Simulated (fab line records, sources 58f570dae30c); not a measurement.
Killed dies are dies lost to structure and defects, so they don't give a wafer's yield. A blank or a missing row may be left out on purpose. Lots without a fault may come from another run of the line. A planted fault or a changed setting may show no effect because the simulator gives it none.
Problem report in the 8D (eight disciplines) form, filled by code | flow berkeley_cmos170 | the parts of the form that need people (team, actions taken, sign-off) are left out

1. THE PROBLEM
CONTACT_PSG_THK at UCB170_CONTACT_THK_MEAS_02 reads a mean of 807 nm on 6 wafers of 2 lots; wafers without a fault read 702 nm with a standard deviation of 6.3. That is +17 standard deviations from the usual mean.
First seen on wafer L361.4, day 8 21:02, on film_metro-04. The record holds 39 wafers of 13 lots with a number at this step. Rule for "out", or "out of limits": more than 4 standard deviations from the usual mean. The other wafers with a number count as sound.

2. WHAT IT IS AND WHAT IT IS NOT
question                    | is                           | is not
which readings at this step | CONTACT_PSG_THK              | -
which lots                  | L361, L362                   | L352, L353, L358, L363, L364, L367, L368, L371, L372, L373, L374
which wafers of those lots  | all that have a number       | -
read on which gauges        | film_metro-02, film_metro-04 | film_metro-03
when                        | from day 8 21:02             | up to then (9 sound wafers); but 24 sound wafers of L363, L364, L367, L368, L371, L372, L373, L374 came after

3. SUSPECTS, AND WHAT RULES EACH OUT
Counting: a tool at a process step up to the reading stays a suspect if it ran every lot that is out and no sound lot after the first of them.
- the gauge at UCB170_CONTACT_THK_MEAS_02: ruled out. The wafers that are out were read on 2 gauges (film_metro-02, film_metro-04).
- lpcvd-02 at UCB170_CONTACT_CVD_01 (deposits PSG from SiH4/O2/PH3, target thk 700 nm, time 2820 s): ruled out as a lasting fault. Sound lots L372 ran on it after its first lot that is out, L361 (day 8 19:13).
Left after counting: nothing in the record.

4. THE CAUSE (what the simulator had put in)
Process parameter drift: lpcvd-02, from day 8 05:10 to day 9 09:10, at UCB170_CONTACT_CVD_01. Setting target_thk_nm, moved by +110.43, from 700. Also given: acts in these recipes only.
Counting ruled it out, wrongly: the rule takes a fault to strike every lot that its tool runs from its start on, and this one did not.

5. THE CHAIN OF EFFECTS, in route order
Each row: a reading whose mean over the struck wafers that have a number lies more than 3 standard deviations from the usual. Only readings for which the record gives a usual standard deviation are gone through. hours: the time from each lot's start at the first step in this table that gives one to its start at this step, as a median over the lots. sigmas: the change in usual standard deviations.
hours | step                       | reading         | usual      | on struck wafers | change | sigmas
0     | UCB170_CONTACT_THK_MEAS_02 | CONTACT_PSG_THK | 702 nm     | 807              | +105   | +17
-     | UCB170_CONTACT_ETCH_18     | oes_product_au  | 0.894 a.u. | 0.970            | +0.076 | +7.9
The process steps in it:
- UCB170_CONTACT_ETCH_18: etches PSG in CHF3/CF4/Ar, stops on TiSi2, target depth 840 nm, time 195 s.
Later measuring or inspecting steps at which every struck wafer that the step has a row for has a number for every such reading, and none has moved that far: UCB170_V2_OVL_MEAS_13, UCB170_M3_BOW_MEAS_20.

6. WHAT WOULD HAVE CAUGHT IT SOONER
In this record the first reading out of limits at a measuring or inspecting step was taken at day 8 21:02, 16 hours after the fault began at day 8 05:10.
Of the tool readings at UCB170_CONTACT_CVD_01 for which the record gives a usual standard deviation, none was out on any struck wafer, so an alarm limit of 4 standard deviations on them would not have fired.
